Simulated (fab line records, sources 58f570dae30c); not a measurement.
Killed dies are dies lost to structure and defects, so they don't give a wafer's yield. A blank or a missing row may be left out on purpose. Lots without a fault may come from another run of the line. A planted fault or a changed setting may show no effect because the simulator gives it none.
One fault seen from 2 desks | flow berkeley_cmos170 | each desk has only its own numbers; what lay behind them comes last

THE TOOL OWNER'S DESK: furnace-02
The tool's own readings at UCB170_NWELL_OXIDATION_01 (target thk 26.4 nm, ox time 1260 s): means of the sampled wafers that have a number, for each lot that ran on this tool. A lot is out of limits, marked OUT, if its mean lies more than 4 standard deviations from the usual mean; the brackets give that distance.
Columns: A = spike_tc_source_C at UCB170_NWELL_OXIDATION_01, usual 1026.6 C
lot  | first seen here | A
L836 | day 2 05:38     | 1023.6
L840 | day 2 21:07     | 1024.5
L842 | day 3 04:22     | 1024.5
L845 | day 4 08:14     | 1025.2
L846 | day 4 08:14     | 1023.0
L847 | day 4 16:35     | 1023.7
L848 | day 4 16:35     | 1024.8
L849 | day 4 20:31     | 1022.9
L850 | day 4 20:31     | 1024.0
L854 | day 5 16:18     | 1024.5
L855 | day 5 16:18     | 1025.3
This desk's finding: nothing out of limits on any of the 11 lots.

THE METROLOGY DESK
What the gauges read, lot by lot, whatever tool the lot ran on: means of the sampled wafers that have a number. A lot is out of limits, marked OUT, if its mean lies more than 4 standard deviations from the usual mean; the brackets give that distance.
Columns: A = M2_OVL at UCB170_M2_OVL_MEAS_16, usual -4 nm; B = M3_BOW at UCB170_M3_BOW_MEAS_20, usual 35 um
lot  | first seen here | A   | B
L836 | day 8 22:08     | 8   | 30
L837 | day 9 05:38     | 2   | 37
L838 | day 9 05:59     | -12 | 41
L842 | day 9 16:23     | 2   | 36
L840 | day 9 16:58     | -5  | 32
L843 | day 10 21:46    | 2   | 28
L849 | day 11 06:04    | 10  | 34
L846 | day 11 07:41    | -10 | 41
L848 | day 11 09:38    | -7  | 33
L847 | day 11 10:19    | -13 | 37
L845 | day 11 10:23    | -6  | 34
L850 | day 11 10:59    | -12 | 37
L854 | day 12 13:23    | -8  | 34
L855 | day 12 15:41    | -6  | 30
This desk's finding: nothing out of limits on any of the 14 lots.

PUT TOGETHER
The tool owner's desk saw nothing out of limits.
The metrology desk saw nothing out of limits.

WHAT THE SIMULATOR HAD PUT IN
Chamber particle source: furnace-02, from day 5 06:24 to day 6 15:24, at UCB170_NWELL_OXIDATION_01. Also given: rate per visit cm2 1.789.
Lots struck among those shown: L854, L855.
